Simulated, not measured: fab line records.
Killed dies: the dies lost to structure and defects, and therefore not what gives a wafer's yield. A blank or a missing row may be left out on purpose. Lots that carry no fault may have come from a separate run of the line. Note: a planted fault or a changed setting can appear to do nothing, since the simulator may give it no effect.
A lot that was struck, set against a sound lot || flow rit-cmos || 14 out of 202 route steps
Sound: these wafers, L781.3, L781.4, L781.6. The struck wafers were L793.1, L793.3, L793.4. The cause comes at the end.
For every step that has rows: the tool of each side, followed by ch and its chambers, followed by its first start. Under that, the readings that differ: sound wafers || struck wafers || difference of the means || sigmas: that difference in standard deviations of wafers without a fault.
alike: readings whose means differ by less than 2 such deviations, and words and numbers that are the same on both sides. not compared: withheld readings, readings that some wafer has no value for, bounds like >300 that may hide the same value, and numbers for which the record gives no deviation and whose values overlap.
The two part at a step that has a row with sigmas, a row that says differs or no value, or rows on one side only. Numbers that have no deviation but don't overlap get no sigmas and don't part them. A reading that every wafer of one side lacks parts them only if that side has two wafers or more.

first, 4 steps without rows for these wafers: RIT_NWELL_SOFTBAKE_02 (time 60 s); RIT_NWELL_EXPOSE_03 (exposes mask M2, target cd 43900 nm); RIT_NWELL_PEB_04; RIT_NWELL_DEVELOP_05 (develop time 68 s).
RIT_NWELL_OVL_MEAS_06:
  sound on overlay-01 at day 2 19:38; struck on overlay-02 at day 5 06:19
  alike: NWELL_OVL
then, 2 steps without rows for these wafers: RIT_NWELL_HARDBAKE_07 (time 120 s); RIT_NWELL_IMPLANT_08.
RIT_NWELL_STRIP_09: strips in O2, time 180 s.
  sound on plasma-asher-04 ch 0,1, day 2 20:07; struck on plasma-asher-01 ch 0,1, day 5 06:46
  alike: drypump-motor-current-A
  not compared: rf-hours-counter-h
RIT_NWELL_TW_MEAS_10:
  sound on film-metro-04 at day 2 20:15; struck on film-metro-04 at day 5 06:56
  alike: NWELL_TW
then, 3 steps without rows for these wafers: RIT_PWELL_HMDS_00 (prime time 60 s); RIT_PWELL_COAT_01 (resist thk 1300 nm); RIT_PWELL_SOFTBAKE_02 (time 60 s).
RIT_PWELL_EXPOSE_03: exposes mask M3, target cd 43700 nm.
  sound on iline-stepper-01 ch 0, day 2 20:53; struck on iline-stepper-02, day 5 07:26
  no value came back on the struck wafers for exposure-dose-mJ-cm2, focus-offset-nm (nm); on the sound wafers exposure-dose-mJ-cm2 reads 250.23 250.07 250.05
  alike: mask
next, for these wafers, 1 step has no rows: RIT_PWELL_PEB_04.

## WHERE THEY PART
Only at RIT_PWELL_EXPOSE_03, as far as this record shows.

WHY: the cause the simulator had injected
Skipped step whole: iline-stepper-02, from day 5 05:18 on, at RIT_PWELL_EXPOSE_03. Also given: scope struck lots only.
